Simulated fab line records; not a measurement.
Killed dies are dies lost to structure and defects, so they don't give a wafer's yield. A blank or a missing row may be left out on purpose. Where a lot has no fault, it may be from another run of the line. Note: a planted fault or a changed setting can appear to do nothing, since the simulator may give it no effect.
fab line records -- flow rit_cmos
[record] lots = 5, wafers = 15, last_day = 7
route steps=202 shown CONTACT@178 M1@184
lots untouched by any fault: they come from a run of this same line in which no faults occurred
start_h: start of the lot's first displayed wafer, in hours after the record's first day -- wait_h: hours since the lot's step before -- " identical to the entry in the row above -- L1.1+2: one row covering several wafers at once -- - no value present, or no start provided -- * or withheld: withheld -- < > ~ a bound
route shown NAME@n: NAME is a module with steps in the file, n the number in the route of the first one -- usual: mean and standard deviation over wafers with no fault -- same: alike in all rows -- chamber/n: place in a boat -- sites: each site's reading -- _std_site: the standard deviation of these -- _edge_site: inner sites' mean taken away from outer sites' mean -- radius_mm: for every site, how far away it sits from the centre of the wafer -- mask NAME#n: copy n -- behind: the last tool/chamber to shape the wafer -- hold: what put the lot on hold/how long, in hours/how the hold closed -- device: transistor that didn't switch, given as n, p or np -- end of line: tests of these same wafers at the route's end -- step lacking rows: just its recipe -- killed: at the first sort, the dies lost to defects and structure; wafer yield is something else -- map: a wafer's dies, x killed, . not, _ none there
set.NAME: the setting that was run; set.NAME@STEP: the one run at that earlier step -- model.NAME: the simulator's own value behind a step, which no gauge read
lots at selected steps of the route; one table per step, one row per wafer
services: from which hour (start_h, from the record's first day; less than 0 if before it) a tool's chamber was out of use, for how many hours, and why
[[steps]]
[step RIT_CONTACT_HARDBAKE_10]
[recipe] resist = NOVOLAK, temp_c = 140, time_s = 60
[step RIT_CONTACT_ETCH_11]
[recipe] target_depth_a = 4800, over_etch_frac = 0.2, stop_on = TiSi2, chemistry = CHF3/CF4/Ar, target = SiO2, CHF3_flow_sccm = 50, cf4_flow_sccm = 10, Ar_flow_sccm = 100, O2_flow_sccm = 5, pressure_mtorr = 100, rf_w = 200, time_s = 320
[usual] drypump_motor_current_A = 5.9/0.42, oes_product_au = 0.995/0.015, throttle_valve_pct = 8.92/0.15
lot.wafer,tool,chamber,start_h,wait_h,drypump_motor_current_A,oes_product_au,rf_hours_counter_h,throttle_valve_pct
L641.2,rie_diel-04,1,63.38,0.1,5.4,1.014,105,9.16
L641.3,rie_diel-04,3,63.38,0.1,5.9,0.966,138,8.80
L641.6,rie_diel-04,0,63.38,0.1,5.3,1.005,-,9.02
L646.1,rie_diel-04,1,88.56,0.1,5.4,1.010,106,9.17
L646.3,rie_diel-04,0,88.56,0.1,5.3,1.004,152,9.01
L646.4,rie_diel-04,2,88.56,0.1,5.6,0.996,43,8.60
L656.1,rie_diel-03,1,136.81,0.1,5.7,1.004,95,8.77
L656.4,rie_diel-03,2,136.81,0.1,6.4,0.999,105,9.04
L656.6,rie_diel-03,2,136.81,0.1,6.4,0.998,-,9.03
L659.1,rie_diel-03,1,151.38,0.1,5.7,1.009,95,8.77
L659.4,rie_diel-03,3,151.38,0.1,6.0,1.001,10,8.99
L659.5,rie_diel-03,3,151.38,0.1,6.0,1.007,-,8.99
L661.3,rie_diel-03,2,161.88,0.1,6.4,1.000,106,9.04
L661.4,rie_diel-03,3,161.88,0.1,6.0,1.015,10,8.99
L661.5,rie_diel-03,0,161.88,0.1,6.5,0.978,-,9.05
[step RIT_CONTACT_STRIP_12]
[recipe] chemistry = O2, time_s = 180, resist = NOVOLAK, platen_temp_c = withheld, power_w = 500, pressure_mtorr = 4000, o2_flow_sccm = 4000
[usual] drypump_motor_current_A = 5.4/0.5
lot.wafer,tool,chamber,start_h,wait_h,drypump_motor_current_A,rf_hours_counter_h
L641.2,plasma_asher-02,1,63.57,0.1,4.7,27
L641.3,plasma_asher-02,1,63.57,0.1,4.7,-
L641.6,plasma_asher-02,1,63.57,0.1,4.7,-
L646.1,plasma_asher-02,0,88.75,0.1,5.7,30
L646.3,plasma_asher-02,1,88.75,0.1,4.7,-
L646.4,plasma_asher-02,0,88.75,0.1,5.7,-
L656.1,plasma_asher-03,0,137.06,0.2,4.7,49
L656.4,plasma_asher-03,0,137.06,0.2,4.7,-
L656.6,plasma_asher-03,0,137.06,0.2,4.7,-
L659.1,plasma_asher-03,1,151.57,0.1,5.9,51
L659.4,plasma_asher-03,1,151.57,0.1,5.9,-
L659.5,plasma_asher-03,1,151.57,0.1,5.9,-
L661.3,plasma_asher-02,1,162.14,0.2,4.7,-
L661.4,plasma_asher-02,0,162.14,0.2,5.7,-
L661.5,plasma_asher-02,0,162.14,0.2,5.7,-
[step RIT_CONTACT_CD_MEAS_90]
[recipe] target_cd_nm = 1000
[usual] cd_nm = 999.7/2.7
lot.wafer,tool,chamber,start_h,wait_h,cd_nm
L641.2,cd_sem-01,-,63.76,0.1,1000.6
L641.3,cd_sem-01,-,63.76,0.1,1000.0
L641.6,cd_sem-01,-,63.76,0.1,997.9
L646.1,cd_sem-02,-,88.93,0.1,1000.0
L646.3,cd_sem-02,-,88.93,0.1,999.8
L646.4,cd_sem-02,-,88.93,0.1,1000.2
L656.1,cd_sem-02,-,137.24,0.1,1000.5
L656.4,cd_sem-02,-,137.24,0.1,997.6
L656.6,cd_sem-02,-,137.24,0.1,998.8
L659.1,cd_sem-02,-,151.75,0.1,1000.7
L659.4,cd_sem-02,-,151.75,0.1,999.0
L659.5,cd_sem-02,-,151.75,0.1,999.9
L661.3,cd_sem-02,-,162.29,0.1,1001.1
L661.4,cd_sem-02,-,162.29,0.1,1000.1
L661.5,cd_sem-02,-,162.29,0.1,999.7
[step RIT_CONTACT_CLEAN_13]
[recipe] chemistry = SC1, mix = 3:3:50, time_s = 600, temp_c = 75
[step RIT_CONTACT_CLEAN_14]
[recipe] chemistry = SC2, mix = 3:3:50, time_s = 600, temp_c = 75, dry = n2_spin
[step RIT_M1_SPUTTER_00]
[recipe] material = Al, target_thk_nm = 400, power_w = 2000, chamber_pressure_pa = 0.4, gas = Ar, time_s = 500, substrate_temp_c = 25
[usual] throttle_valve_pct = 29.9/0.93
lot.wafer,tool,chamber,start_h,wait_h,throttle_valve_pct
L641.2,pvd_sputter-03,-,64.23,0.0,29.9
L641.3,pvd_sputter-03,-,64.23,0.0,29.5
L641.6,pvd_sputter-03,-,64.23,0.0,30.0
L646.1,pvd_sputter-01,-,89.40,0.0,29.5
L646.3,pvd_sputter-01,-,89.40,0.0,29.8
L646.4,pvd_sputter-01,-,89.40,0.0,31.0
L656.1,pvd_sputter-04,-,137.71,0.0,29.7
L656.4,pvd_sputter-04,-,137.71,0.0,30.1
L656.6,pvd_sputter-04,-,137.71,0.0,29.0
L659.1,pvd_sputter-01,-,152.25,0.0,29.3
L659.4,pvd_sputter-01,-,152.25,0.0,29.2
L659.5,pvd_sputter-01,-,152.25,0.0,31.0
L661.3,pvd_sputter-03,-,162.91,0.0,29.6
L661.4,pvd_sputter-03,-,162.91,0.0,29.6
L661.5,pvd_sputter-03,-,162.91,0.0,30.8
[step RIT_M1_RS_MEAS_01]
[recipe] thk_meas_gauge = four-point-probe, reads = Al_of_M1_SPUTTER_00
[usual] M1_AL_RS = 0.0732/0.00078
lot.wafer,tool,chamber,start_h,wait_h,M1_AL_RS[ohm/sq]
L641.2,film_metro-04,-,64.54,0.2,0.0730
L641.3,film_metro-04,-,64.54,0.2,0.0729
L641.6,film_metro-04,-,64.54,0.2,0.0733
L646.1,film_metro-01,-,89.69,0.1,0.0740
L646.3,film_metro-01,-,89.69,0.1,0.0742
L646.4,film_metro-01,-,89.69,0.1,0.0740
L656.1,film_metro-04,-,138.00,0.1,0.0729
L656.4,film_metro-04,-,138.00,0.1,0.0729
L656.6,film_metro-04,-,138.00,0.1,0.0733
L659.1,film_metro-01,-,152.58,0.2,0.0730
L659.4,film_metro-01,-,152.58,0.2,0.0732
L659.5,film_metro-01,-,152.58,0.2,0.0730
L661.3,film_metro-01,-,163.25,0.2,0.0735
L661.4,film_metro-01,-,163.25,0.2,0.0737
L661.5,film_metro-01,-,163.25,0.2,0.0733
[step RIT_M1_THK_MEAS_02]
[recipe] thk_meas_gauge = xrf, reads = Al_of_M1_SPUTTER_00
[usual] M1_AL_THK = 402/5
lot.wafer,tool,chamber,start_h,wait_h,M1_AL_THK[nm]
L641.2,film_metro-04,-,64.65,0.1,400
L641.3,film_metro-04,-,64.65,0.1,403
L641.6,film_metro-04,-,64.65,0.1,402
L646.1,film_metro-01,-,89.81,0.1,398
L646.3,film_metro-01,-,89.81,0.1,399
L646.4,film_metro-01,-,89.81,0.1,397
L656.1,film_metro-04,-,138.12,0.1,405
L656.4,film_metro-04,-,138.12,0.1,404
L656.6,film_metro-04,-,138.12,0.1,402
L659.1,film_metro-01,-,152.70,0.1,403
L659.4,film_metro-01,-,152.70,0.1,404
L659.5,film_metro-01,-,152.70,0.1,404
L661.3,film_metro-01,-,163.35,0.1,402
L661.4,film_metro-01,-,163.35,0.1,402
L661.5,film_metro-01,-,163.35,0.1,402
[step RIT_M1_HMDS_03]
[recipe] prime_time_s = 60, prime_temp_c = 140
[step RIT_M1_COAT_04]
[recipe] resist = NOVOLAK, spin_rpm = 2000, resist_thk_nm = 1300
[step RIT_M1_SOFTBAKE_05]
[recipe] resist = NOVOLAK, temp_c = 90, time_s = 60
[step RIT_M1_EXPOSE_06]
[recipe] mask_id = M12, na = 0.6, source_shape = conventional, sigma_outer = 0.5, target_cd_nm = 2600, dose_mj = 250
[usual] exposure_dose_mJ_cm2 = 249.96/0.24
[same] sigma_outer = 0.5
lot.wafer,tool,chamber,start_h,wait_h,mask,exposure_dose_mJ_cm2
L641.2,iline_stepper-01,0,65.17,0.1,M12#0,250.26
L641.3,iline_stepper-01,0,65.17,0.1,M12#0,250.09
L641.6,iline_stepper-01,0,65.17,0.1,M12#0,249.99
L646.1,iline_stepper-02,0,90.32,0.1,M12_R1#0,249.93
L646.3,iline_stepper-02,0,90.32,0.1,M12_R1#0,249.72
L646.4,iline_stepper-02,0,90.32,0.1,M12_R1#0,250.21
L656.1,iline_stepper-02,0,138.88,0.2,M12#0,250.00
L656.4,iline_stepper-02,0,138.88,0.2,M12#0,249.90
L656.6,iline_stepper-02,0,138.88,0.2,M12#0,249.91
L659.1,iline_stepper-01,0,153.34,0.2,M12#0,249.95
L659.4,iline_stepper-01,0,153.34,0.2,M12#0,249.63
L659.5,iline_stepper-01,0,153.34,0.2,M12#0,250.17
L661.3,iline_stepper-01,0,164.11,0.3,M12#0,249.40
L661.4,iline_stepper-01,0,164.11,0.3,M12#0,249.83
L661.5,iline_stepper-01,0,164.11,0.3,M12#0,249.78
[step RIT_M1_PEB_07]
[recipe] resist = NOVOLAK, temp_c = withheld, time_s = withheld
[step RIT_M1_DEVELOP_08]
[recipe] resist = NOVOLAK, develop_time_s = 68, dev_temp_c = 23
[step RIT_M1_CD_MEAS_09]
[recipe] target_cd_nm = 2600
[usual] cd_nm = 2599.2/2.5
lot.wafer,tool,chamber,start_h,wait_h,cd_nm
L641.2,cd_sem-02,-,65.60,-,2599.1
L641.3,cd_sem-02,-,65.60,-,2598.5
L641.6,cd_sem-02,-,65.60,-,2597.3
L646.1,cd_sem-02,-,90.75,-,2249.2
L646.3,cd_sem-02,-,90.75,-,2247.8
L646.4,cd_sem-02,-,90.75,-,2248.8
L656.1,cd_sem-01,-,139.31,-,2596.4
L656.4,cd_sem-01,-,139.31,-,2597.2
L656.6,cd_sem-01,-,139.31,-,2597.9
L659.1,cd_sem-01,-,153.76,-,2601.7
L659.4,cd_sem-01,-,153.76,-,2596.7
L659.5,cd_sem-01,-,153.76,-,2600.6
L661.3,cd_sem-01,-,164.54,-,2601.7
L661.4,cd_sem-01,-,164.54,-,2601.7
L661.5,cd_sem-01,-,164.54,-,2602.5
[step RIT_M1_OVL_MEAS_10]
[usual] M1_OVL = 0.0/1.5
lot.wafer,tool,chamber,start_h,wait_h,M1_OVL[nm]
L641.2,overlay-01,-,65.71,0.1,-0.7
L641.3,overlay-01,-,65.71,0.1,-0.2
L641.6,overlay-01,-,65.71,0.1,-2.0
L646.1,overlay-01,-,90.87,0.1,0.4
L646.3,overlay-01,-,90.87,0.1,-0.1
L646.4,overlay-01,-,90.87,0.1,-0.5
L656.1,overlay-02,-,139.43,0.1,1.1
L656.4,overlay-02,-,139.43,0.1,0.4
L656.6,overlay-02,-,139.43,0.1,0.9
L659.1,overlay-01,-,153.88,0.1,0.0
L659.4,overlay-01,-,153.88,0.1,-1.6
L659.5,overlay-01,-,153.88,0.1,0.5
L661.3,overlay-01,-,164.63,0.1,3.8
L661.4,overlay-01,-,164.63,0.1,1.6
L661.5,overlay-01,-,164.63,0.1,1.2
[step RIT_M1_HARDBAKE_11]
[recipe] resist = NOVOLAK, temp_c = 140, time_s = 120
[step RIT_M1_METAL_ETCH_12]
[recipe] stop_on = SiO2, chemistry = Cl2/BCl3, target = Al, time_s = 165, over_etch_frac = 0.5, pressure_mtorr = 100, target_depth_a = 6000, rf_w = 250, Cl2_flow_sccm = 60, bcl3_flow_sccm = 50
[usual] drypump_motor_current_A = 6.0/0.53, mfc_cl2_sccm = 59.99/0.17, oes_product_au = 0.774/0.012, throttle_valve_pct = 8.33/0.086
lot.wafer,tool,chamber,start_h,wait_h,drypump_motor_current_A,mfc_cl2_sccm,oes_product_au,rf_hours_counter_h,throttle_valve_pct,model.M1.cd_nm
L641.2,rie_metal-01,1,65.99,0.2,5.3,60.04,0.786,2,8.38,2600
L641.3,rie_metal-01,0,65.99,0.2,6.8,59.87,0.771,-,8.34,2599
L641.6,rie_metal-01,1,65.99,0.2,5.3,60.18,0.792,-,8.38,2599
L646.1,rie_metal-02,0,91.16,0.2,5.5,60.12,0.763,1,8.23,2250
L646.3,rie_metal-02,1,91.16,0.2,6.0,59.96,0.762,-,8.44,2247
L646.4,rie_metal-02,0,91.16,0.2,5.5,60.06,0.764,-,8.24,2250
L656.1,rie_metal-02,0,139.72,0.2,5.5,60.11,0.771,2,8.22,2597
L656.4,rie_metal-02,0,139.72,0.2,5.5,60.05,0.779,-,8.23,2600
L656.6,rie_metal-02,0,139.72,0.2,5.6,59.88,0.774,-,8.21,2599
L659.1,rie_metal-01,0,154.17,0.2,6.8,60.34,0.770,4,8.35,2603
L659.4,rie_metal-01,0,154.17,0.2,6.8,59.67,0.763,-,8.34,2598
L659.5,rie_metal-01,1,154.17,0.2,5.3,59.84,0.795,-,8.40,2602
L661.3,rie_metal-02,0,164.96,0.2,5.5,60.14,0.770,-,8.23,2603
L661.4,rie_metal-02,1,164.96,0.2,6.0,60.01,0.762,-,8.45,2601
L661.5,rie_metal-02,1,164.96,0.2,6.0,60.08,0.758,-,8.46,2603
[step RIT_M1_STRIP_13]
[recipe] chemistry = nmp, resist = NOVOLAK, temp_c = 80, time_s = 600, dry = n2_spin
[step RIT_M1_PROBE_99]
[usual] defect_limited_yield = 97.5/1.2, killed_at_M0_to_M3 = 0.0/0.22, killed_at_contacts = 0.0/0.18, killed_at_front_end = 7/3.1, killed_dies = 7/3.1, killed_on_rim = 1.6/1.3, killed_open = 3.2/2.1, killed_short = 3.4/2, sort_bin_3_pad_short = 0.1/0.2, sort_bin_5_function = 1.5/0.82, sort_bin_6_memory = 0.9/0.63, sort_n_pass = 257/3.1, sort_yield_pct = 97.5/1.2
[same] gross_dies = 264, killed_at_M4_up = 0, killed_at_back_side = 0, killed_at_other = 0
lot.wafer,tool,chamber,start_h,wait_h,defect_limited_yield[%],killed_at_M0_to_M3,killed_at_contacts,killed_at_front_end,killed_dies,killed_on_rim,killed_open,killed_short,sort_bin_3_pad_short[%],sort_bin_5_function[%],sort_bin_6_memory[%],sort_n_pass,sort_yield_pct[%],model.etest.m1.width_nm,model.etest.tester.sort_n_pass,model.etest.tester.sort_yield_pct,model.etest.tester.sort_bin_5_pct,model.etest.nmos_0p15.junction_log10_a_um,model.etest.nmos_narrow.off_log10_a_um,model.etest.gate_end_array.leak_log10_a_um,model.etest.nmos_0p3.off_log10_a_um
L641.2,prober-02,-,68.31,0.1,98.1,0,1,4,5,2,2,3,0,0.8,1.1,259,98.1,2600,259,98.11,0.7576,-13.46,-13.26,-12.96,-13.23
L641.3,prober-02,-,68.36,0.2,97.0,0,0,8,8,2,4,4,0,1.9,1.1,256,97.0,2603,256,96.97,1.894,-13.44,-13.26,-12.87,-13.06
L641.6,prober-02,-,68.51,0.2,98.1,0,0,5,5,0,1,4,0,1.9,0,259,98.1,2598,259,98.11,1.894,-13.55,-13.36,-12.96,-13.1
L646.1,prober-01,-,93.43,0.1,89.4,15,0,13,28,13,8,5,0,9.1,1.5,236,89.4,2255,236,89.39,9.091,-11.88,-11.87,-11.62,-11.86
L646.3,prober-01,-,93.53,0.2,87.1,22,0,12,34,20,7,5,0,11.7,1.1,230,87.1,2252,230,87.12,11.74,-11.89,-11.88,-11.72,-11.87
L646.4,prober-01,-,93.58,0.2,86.0,33,0,4,37,28,1,3,0.4,12.9,0.8,227,86.0,2244,227,85.98,12.88,-11.88,-11.87,-11.71,-11.87
L656.1,prober-02,-,141.97,0.1,98.1,0,0,5,5,1,2,3,0.4,1.1,0.4,259,98.1,2592,259,98.11,1.136,-13.68,-13.37,-12.82,-13.02
L656.4,prober-02,-,142.12,0.2,97.7,0,0,6,6,2,4,2,0,2.3,0,258,97.7,2597,258,97.73,2.273,-13.64,-13.31,-13.05,-13.21
L656.6,prober-02,-,142.22,0.2,96.2,0,0,10,10,1,6,4,0,1.9,1.9,254,96.2,2605,254,96.21,1.894,-13.68,-13.18,-12.94,-13.05
L659.1,prober-01,-,156.42,0.1,98.1,0,0,5,5,2,2,3,0.4,1.1,0.4,259,98.1,2596,259,98.11,1.136,-13.62,-13.23,-12.82,-13
L659.4,prober-01,-,156.57,0.2,98.1,0,0,5,5,1,3,2,0,0.8,1.1,259,98.1,2595,259,98.11,0.7576,-13.57,-13.24,-12.85,-12.94
L659.5,prober-01,-,156.62,0.2,97.3,0,0,7,7,0,1,6,0.8,0.8,1.1,257,97.3,2597,257,97.35,0.7576,-13.71,-13.09,-12.83,-13.06
L661.3,prober-01,-,167.26,0.2,98.1,0,0,5,5,1,2,3,0,1.1,0.8,259,98.1,2601,259,98.11,1.136,-13.61,-12.91,-12.74,-12.97
L661.4,prober-01,-,167.31,0.2,96.6,0,0,9,9,1,5,4,0.4,2.7,0.4,255,96.6,2601,255,96.59,2.652,-13.31,-13.19,-12.83,-13.1
L661.5,prober-01,-,167.36,0.2,95.1,0,0,13,13,3,3,10,0.8,2.3,1.9,251,95.1,2601,251,95.08,2.273,-13.4,-13.13,-12.86,-13.02
// killed by level:class
L641.2 FOX2:geometric_particle:short=2 GATE:geometric_particle:short=1 SPACER:geometric_particle:open=1 CONTACT:geometric_particle:open=1
L641.3 FOX1:geometric_particle:open=2 FOX1:geometric_particle:short=1 GATE:geometric_particle:short=1 REOX:geometric_particle:open=1 REOX:geometric_particle:short=1 SPACER:geometric_particle:open=1 SILICIDE:geometric_particle:short=1
L641.6 GATE:geometric_particle:open=1 GATE:geometric_particle:short=1 REOX:geometric_particle:short=1 SPACER:geometric_particle:short=1 SILICIDE:geometric_particle:short=1
L646.1 M1:area_expose=15 SILICIDE:geometric_particle:open=3 REOX:geometric_particle:open=2 SPACER:geometric_particle:open=2 SPACER:geometric_particle:short=2 SILICIDE:geometric_particle:short=2 GATE:geometric_particle:open=1 REOX:geometric_particle:short=1
L646.3 M1:area_expose=22 GATE:geometric_particle:open=2 GATE:geometric_particle:short=2 REOX:geometric_particle:short=2 SPACER:geometric_particle:open=2 FOX2:geometric_particle:open=1 FOX2:geometric_particle:short=1 REOX:geometric_particle:open=1
L646.4 M1:area_expose=33 GATE:geometric_particle:short=1 GATE:geometric_particle:open=1 REOX:geometric_particle:short=1 SILICIDE:geometric_particle:short=1
L656.1 GATE:geometric_particle:short=3 SPACER:geometric_particle:open=1 SILICIDE:geometric_particle:open=1
L656.4 GATE:geometric_particle:open=2 REOX:geometric_particle:short=2 FOX1:geometric_particle:open=1 SPACER:geometric_particle:open=1
L656.6 GATE:geometric_particle:open=3 REOX:geometric_particle:short=3 FOX1:geometric_particle:open=1 FOX2:geometric_particle:short=1 FOX2:geometric_particle:open=1 REOX:geometric_particle:open=1
L659.1 FOX1:geometric_particle:short=2 FOX1:geometric_particle:open=1 FOX2:geometric_particle:open=1 SPACER:geometric_particle:short=1
L659.4 FOX1:geometric_particle:open=2 FOX2:geometric_particle:open=1 GATE:geometric_particle:short=1 SILICIDE:geometric_particle:short=1
L659.5 FOX2:geometric_particle:short=2 GATE:geometric_particle:short=2 FOX1:geometric_particle:short=1 REOX:geometric_particle:open=1 SPACER:geometric_particle:short=1
L661.3 GATE:geometric_particle:short=2 GATE:geometric_particle:open=1 REOX:geometric_particle:open=1 REOX:geometric_particle:short=1
L661.4 GATE:geometric_particle:open=4 GATE:geometric_particle:short=2 FOX1:geometric_particle:open=1 SPACER:geometric_particle:short=1 SILICIDE:geometric_particle:short=1
L661.5 SILICIDE:geometric_particle:short=5 REOX:geometric_particle:short=3 GATE:geometric_particle:short=2 SILICIDE:geometric_particle:open=2 REOX:geometric_particle:open=1
// map L646.4 (x killed, . not)
________.....x._______
_____x.........x..____
____.............x.___
___.x...............__
__xx................._
__.x................._
_xx...............x.x.
_x....................
_xx..................x
_x....x.............xx
__x................x._
__x................x._
___.x.x.............__
____.xx...x...x....___
_____xxxx......x..____
________.....xx_______
// map L656.6 (x killed, . not)
________......._______
_____.......xx....____
____...............___
___.................__
__......x............_
__...........x......x_
_.....x.x.............
_....x................
_.....................
_.....................
__..................._
__...........x......._
___.................__
____...............___
_____.......x.....____
________......._______
[[services]]
tool,chamber,start_h,hours,kind
pvd_sputter-01,-,51.23,1.8,repair
iline_stepper-02,-,53.69,1.7,pm
rie_diel-03,-,63.17,1.2,repair
rie_diel-03,1,67.11,4.3,repair
rie_diel-03,0,69.56,6.8,repair
rie_diel-03,2,74.67,8.6,repair
rie_diel-03,0,83.14,16.3,repair
rie_metal-02,-,92.71,0.1,repair
plasma_asher-02,-,112.24,1.4,repair
iline_stepper-02,-,129.54,4.4,pm
plasma_asher-02,-,136.57,2.0,repair
rie_diel-04,0,137.94,-,clean
rie_diel-04,0,137.94,19.8,scheduled_down
rie_diel-04,0,137.94,19.8,vent_cycle
rie_metal-01,1,147.42,6.3,repair
iline_stepper-01,-,154.13,0.7,repair
plasma_asher-03,-,154.80,15.6,pm
pvd_sputter-03,-,156.68,4.3,repair
pvd_sputter-03,-,164.21,8.2,repair
[[key]]
[first_sign] step = RIT_M1_EXPOSE_06, reading = mask, direction = changed
[effect] step = RIT_M1_CD_MEAS_09, reading = cd_nm, direction = down, sigmas = 99+, usual = 2599.2, struck = 2248.6
[effect] step = RIT_M1_PROBE_99, reading = killed_at_M0_to_M3, direction = up, sigmas = 23, usual = 0.0, struck = 23.3
[model_effect] step = RIT_M1_METAL_ETCH_12, value = M1.cd_nm, without = 2599, struck = 2249
[model_effect] step = RIT_M1_PROBE_99, value = etest.m1.width_nm, without = 2600, struck = 2250
[more_kills_born_at] RIT_M1_EXPOSE_06@iline_stepper-02 = 70
met_at RIT_M1_EXPOSE_06
struck_wafers L646.1,L646.3,L646.4
[fault] kind = wrong_mask, tool = any, chamber = -, onset_h = 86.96, steps = RIT_M1_EXPOSE_06, aux_copy = M12_R1#0, cd_offset_nm = -350, scope = struck_lots_only
